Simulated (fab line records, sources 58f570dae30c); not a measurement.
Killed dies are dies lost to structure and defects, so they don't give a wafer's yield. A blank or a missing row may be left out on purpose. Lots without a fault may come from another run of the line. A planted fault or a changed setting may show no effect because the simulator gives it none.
fab line records | flow berkeley_cmos170
record lots=13 wafers=39 last_day=13
route steps=331 shown SPACER@171 SDANNEAL@204
lots that met no fault: from a run of the same line without faults
start_h: hours from the record's first day to the start of the lot's first wafer shown | wait_h: hours since the lot's step before | " the same as in the row above | L1.1+2: a row that stands for several wafers | - no value, or no start given | * or withheld: withheld | < > ~ a bound
route shown NAME@n: a module of which the file shows steps, and the number in the route of the first | usual: mean/standard deviation of fault-free wafers | same: alike in all rows | chamber/n: place in a boat | sites: the reading at each site | _std_site: their standard deviation | _edge_site: outer sites' mean less inner sites' | radius_mm: how far each site lies from the wafer's centre | mask NAME#n: copy n | behind: the tool/chamber that last shaped the wafer | hold: why the lot was held/for how many hours/how that ended | device: the transistor (n, p or np) that didn't switch | end of line: the same wafers' tests at the end of the route | a step without rows: its recipe alone | killed: dies lost to structure and defects at the first sort, not the wafer's yield | map: a wafer's dies, x killed, . not, _ none there
set.NAME: the setting as run; set.NAME@STEP: as run at that earlier step | model.NAME: the simulator's own value behind a step, which no gauge read
steps of the route over a sample of lots; a table a step, a row a wafer
services: from which hour (start_h, from the record's first day; less than 0 if before it) a tool's chamber was out of use, for how many hours, and why
## steps
# step UCB170_SPACER_CVD_00
# recipe material=SiO2 target_thk_nm=376 temp_c=390 precursor=TEOS/O2 time_s=47 rf_w=550 pressure_mtorr=9000
# usual heater_power_w=227/47 rf_fwd_power_W=544.9/2
# columns lot.wafer tool chamber start_h wait_h heater_power_w rf_fwd_power_W
L633.2 pecvd-02 1 154.73 0.0 252 542.5
L633.4 " 0 " " 212 543.8
L633.6 " 2 " " 195 542.9
L635.3 pecvd-04 2 182.13 0.0 266 543.2
L635.5 " 2 " " 279 543.8
L635.6 " 1 " " 220 542.7
L636.1 pecvd-03 0 182.13 0.0 251 545.4
L636.2 " 2 " " 174 543.5
L636.6 " 1 " " 216 546.9
L637.3 pecvd-04 0 182.70 0.0 311 544.0
L637.4 " 1 " " 258 545.0
L637.6 " 0 " " 217 539.9
L634.1 pecvd-03 0 182.94 0.0 263 546.8
L634.3 " 1 " " 155 545.6
L634.4 " 0 " " 175 544.6
L644.1 pecvd-04 0 216.11 0.0 279 542.2
L644.4 " 2 " " 279 544.6
L644.6 " 1 " " 219 541.8
L646.2 pecvd-02 0 217.01 0.0 198 546.8
L646.3 " 2 " " 218 547.9
L646.6 " 0 " " 208 547.9
L648.1 pecvd-03 0 230.50 0.0 267 544.6
L648.2 " 2 " " 217 543.2
L648.4 " 2 " " 140 546.2
L649.2 pecvd-03 0 247.56 0.0 181 541.8
L649.3 " 2 " " 174 548.0
L649.5 " 0 " " 199 542.8
L653.1 pecvd-03 0 249.60 0.0 216 545.7
L653.3 " 2 " " 144 546.5
L653.4 " 2 " " 156 548.8
L651.1 pecvd-02 1 271.31 0.0 306 546.0
L651.4 " 2 " " 154 546.2
L651.5 " 0 " " 222 544.5
L654.2 pecvd-03 1 273.11 0.0 187 547.0
L654.5 " 2 " " 135 545.6
L654.6 " 1 " " 197 548.1
L655.1 pecvd-03 2 277.48 0.0 212 544.9
L655.2 " 1 " " 170 545.7
L655.6 " 1 " " 187 547.3
# step UCB170_SPACER_THK_MEAS_01
# recipe reads=SiO2_of_SPACER_CVD_00
# usual SPACER_TEOS_THK=375/4.9
# columns lot.wafer tool chamber start_h wait_h SPACER_TEOS_THK[nm]
L633.2 film_metro-01 - 154.79 0.0 375
L633.4 " - " " 382
L633.6 " - " " 382
L636.1 film_metro-04 - 182.18 0.0 372
L636.2 " - " " 374
L636.6 " - " " 377
L635.3 film_metro-02 - 182.20 0.0 369
L635.5 " - " " 374
L635.6 " - " " 377
L637.3 film_metro-01 - 182.77 0.0 366
L637.4 " - " " 377
L637.6 " - " " 369
L634.1 film_metro-04 - 182.99 0.0 373
L634.3 " - " " 372
L634.4 " - " " 378
L644.1 film_metro-04 - 216.15 0.0 321
L644.4 " - " " 379
L644.6 " - " " 382
L646.2 film_metro-04 - 217.06 0.0 373
L646.3 " - " " 375
L646.6 " - " " 379
L648.1 film_metro-01 - 230.57 0.0 370
L648.2 " - " " 365
L648.4 " - " " 370
L649.2 film_metro-01 - 247.61 0.0 368
L649.3 " - " " 370
L649.5 " - " " 378
L653.1 film_metro-02 - 249.64 0.0 367
L653.3 " - " " 367
L653.4 " - " " 374
L651.1 film_metro-02 - 271.35 0.0 375
L651.4 " - " " 372
L651.5 " - " " 375
L654.2 film_metro-02 - 273.16 0.0 375
L654.5 " - " " 381
L654.6 " - " " 377
L655.1 film_metro-04 - 277.52 0.0 378
L655.2 " - " " 381
L655.6 " - " " 382
# step UCB170_SPACER_ETCHBACK_03
# recipe stop_on=Si target=SiO2 chemistry=CHF3/CF4/Ar CHF3_flow_sccm=50 cf4_flow_sccm=10 Ar_flow_sccm=120 pressure_mtorr=200 rf_w=500 target_depth_a=3760 time_s=100
# usual drypump_motor_current_A=5.7/0.6 oes_product_au=0.901/0.017 rf_fwd_power_W=496.7/1.8 throttle_valve_pct=6.52/0.14
# same time_s=100
# columns lot.wafer tool chamber start_h wait_h drypump_motor_current_A oes_product_au rf_fwd_power_W rf_hours_counter_h throttle_valve_pct
L633.2 rie_diel-01 3 159.16 0.0 5.3 0.882 499.6 9 6.58
L633.4 " 0 " " 6.3 0.885 501.2 148 6.49
L633.6 " 1 " " 4.7 0.899 497.1 - 6.25
L635.3 rie_diel-02 1 188.16 0.0 6.3 0.899 498.0 79 6.63
L635.5 " 3 " " 6.1 0.906 499.1 - 6.52
L635.6 " 2 " " 5.5 0.899 500.8 - 6.44
L636.1 rie_diel-01 2 188.16 0.0 6.4 0.909 497.1 31 6.50
L636.2 " 1 " " 4.7 0.881 496.8 88 6.23
L636.6 " 1 " " 4.7 0.878 493.6 - 6.22
L637.3 rie_diel-03 1 188.16 0.0 5.7 0.906 495.5 96 6.65
L637.4 " 2 " " 5.5 0.921 496.8 - 6.68
L637.6 " 1 " " 5.8 0.914 495.2 - 6.64
L634.1 rie_diel-02 1 188.23 0.1 6.2 0.911 496.5 79 6.65
L634.3 " 2 " " 5.5 0.898 497.6 114 6.44
L634.4 " 0 " " 5.1 0.893 495.2 0 6.47
L644.1 rie_diel-01 2 221.14 0.0 6.4 0.814 496.8 33 6.50
L644.4 " 1 " " 4.7 0.884 494.6 - 6.25
L644.6 " 3 " " 5.4 0.887 496.9 - 6.57
L646.2 rie_diel-03 0 221.21 0.1 5.7 0.896 497.8 1 6.70
L646.3 " 3 " " 6.5 0.907 497.7 80 6.53
L646.6 " 1 " " 5.8 0.922 497.4 - 6.65
L648.1 rie_diel-01 2 238.02 0.0 6.4 0.893 496.0 33 6.51
L648.2 " 0 " " 6.3 0.868 496.9 2 6.49
L648.4 " 3 " " 5.4 0.870 496.1 13 6.57
L649.2 rie_diel-01 3 254.98 0.0 5.3 0.873 496.1 14 6.56
L649.3 " 0 " " 6.3 0.886 496.5 3 6.50
L649.5 " 0 " " 6.3 0.888 497.8 - 6.49
L653.1 rie_diel-02 2 254.98 0.0 5.5 0.884 498.6 116 6.42
L653.3 " 1 " " 6.2 0.897 498.3 82 6.64
L653.4 " 0 " " 5.1 0.886 495.5 3 6.47
L651.1 rie_diel-03 1 276.35 0.0 5.7 0.920 496.7 100 6.62
L651.4 " 0 " " 5.7 0.889 496.1 3 6.70
L651.5 " 0 " " 5.8 0.899 498.3 - 6.70
L654.2 rie_diel-01 2 276.35 0.0 6.4 0.915 496.6 35 6.51
L654.5 " 1 " " 4.7 0.891 496.5 - 6.23
L654.6 " 3 " " 5.3 0.886 498.5 - 6.56
L655.1 rie_diel-01 1 283.69 0.0 4.7 0.886 495.6 93 6.24
L655.2 " 3 " " 5.4 0.891 494.9 16 6.57
L655.6 " 3 " " 5.4 0.893 496.6 - 6.57
# step UCB170_SDANNEAL_RTA_00
# recipe temp_c=900 time_s=10 ambient=N2
# usual chamber_o2_ppm=2.002/0.019 lamp_power_pct=27.1/1.1 wafer_temp_C_max=904.0/0.77
# same time_s=10
# columns lot.wafer tool chamber start_h wait_h chamber_o2_ppm lamp_power_pct wafer_temp_C_max
L633.2 rtp_anneal-02 0 164.39 0.0 1.997 26.0 903.0
L633.4 " 0 " " 1.994 26.0 904.3
L633.6 " 0 " " 1.978 26.0 904.3
L636.1 rtp_anneal-01 0 192.41 0.0 2.010 28.1 902.9
L636.2 " 0 " " 2.022 28.1 903.5
L636.6 " 0 " " 2.030 28.1 904.2
L635.3 rtp_anneal-02 0 192.72 0.0 2.002 26.0 904.0
L635.5 " 0 " " 2.013 26.0 905.6
L635.6 " 0 " " 1.999 26.0 903.5
L637.3 rtp_anneal-01 0 192.93 0.0 1.990 28.1 903.5
L637.4 " 0 " " 2.014 28.1 904.0
L637.6 " 0 " " 2.008 28.2 904.6
L634.1 rtp_anneal-02 0 192.98 0.0 1.993 26.0 903.7
L634.3 " 0 " " 2.035 26.0 903.5
L634.4 " 0 " " 2.029 26.0 904.6
L644.1 rtp_anneal-02 0 226.76 0.0 2.004 26.0 904.6
L644.4 " 0 " " 2.023 26.0 903.7
L644.6 " 0 " " 1.977 26.0 903.8
L646.2 rtp_anneal-02 0 227.50 0.0 2.018 26.0 904.4
L646.3 " 0 " " 2.011 26.0 904.3
L646.6 " 0 " " 2.016 26.0 903.8
L648.1 rtp_anneal-01 0 245.57 0.0 1.989 28.1 905.2
L648.2 " 0 " " 2.015 28.1 903.7
L648.4 " 0 " " 1.981 28.1 904.0
L653.1 rtp_anneal-01 0 259.16 0.0 2.015 28.1 904.4
L653.3 " 0 " " 2.024 28.2 905.1
L653.4 " 0 " " 1.975 28.1 904.0
L649.2 rtp_anneal-02 0 259.44 0.0 2.013 26.0 904.6
L649.3 " 0 " " 1.997 26.0 903.4
L649.5 " 0 " " 1.996 26.0 903.4
L654.2 rtp_anneal-02 0 280.78 0.0 1.995 26.0 904.6
L654.5 " 0 " " 2.009 26.0 904.0
L654.6 " 0 " " 2.003 26.0 903.3
L651.1 rtp_anneal-01 0 280.95 0.0 1.976 28.2 904.3
L651.4 " 0 " " 2.030 28.2 902.7
L651.5 " 0 " " 2.022 28.1 904.9
L655.1 rtp_anneal-02 0 288.98 0.0 2.022 26.0 903.1
L655.2 " 0 " " 2.013 26.0 903.7
L655.6 " 0 " " 1.989 26.0 903.5
## services
# columns tool chamber start_h hours kind
pecvd-02 1 132.08 6.4 repair
pecvd-04 2 135.65 3.8 repair
rie_diel-02 0 160.60 - clean
rie_diel-02 0 160.60 21.2 scheduled_down
rie_diel-02 0 160.60 21.2 vent_cycle
pecvd-02 - 162.10 3.4 repair
pecvd-03 - 170.20 2.8 pm
rie_diel-03 0 180.05 4.7 repair
rie_diel-01 0 182.63 - clean
rie_diel-01 0 182.63 18.0 scheduled_down
rie_diel-01 0 182.63 18.0 vent_cycle
rie_diel-03 0 184.74 - clean
rie_diel-03 0 184.74 20.6 scheduled_down
rie_diel-03 0 184.74 20.6 vent_cycle
rie_diel-02 2 195.99 6.4 repair
rie_diel-01 0 220.29 2.6 repair
pecvd-03 1 223.58 10.9 repair
pecvd-04 - 242.50 14.0 pm
pecvd-02 1 242.65 9.6 repair
rie_diel-01 2 247.95 8.5 repair
rie_diel-01 0 256.00 32.7 repair
pecvd-02 0 258.04 8.3 repair
pecvd-04 - 277.21 2.7 repair
pecvd-03 0 282.24 4.5 repair
## key
first_sign step=UCB170_SPACER_THK_MEAS_01 reading=SPACER_TEOS_THK direction=down sigmas=11 usual=375 struck=321
effect step=UCB170_SPACER_ETCHBACK_03 reading=oes_product_au direction=down sigmas=5.2 usual=0.901 struck=0.814
met_at UCB170_SPACER_CVD_00
struck_lots L644
struck_wafers L644.1
tester_left_out L644
not_acting_at UCB170_SDANNEAL_RTA_00
onset_between 182.70 216.11
fault kind=process_parameter_drift tool=pecvd-04 chamber=0 onset_h=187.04 steps=UCB170_SPACER_CVD_00 channel=target_thk_nm offset=-48.88 shape=step end_h=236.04 acts_in=these_recipes_only stated=376
# tester_left_out: of these lots the tester's yield and bins aren't shown, on N5 and GAA mostly nor the transistor test; their killed dies are dies lost to structure and defects alone, not to doping, threshold or leakage, so they don't give the yield
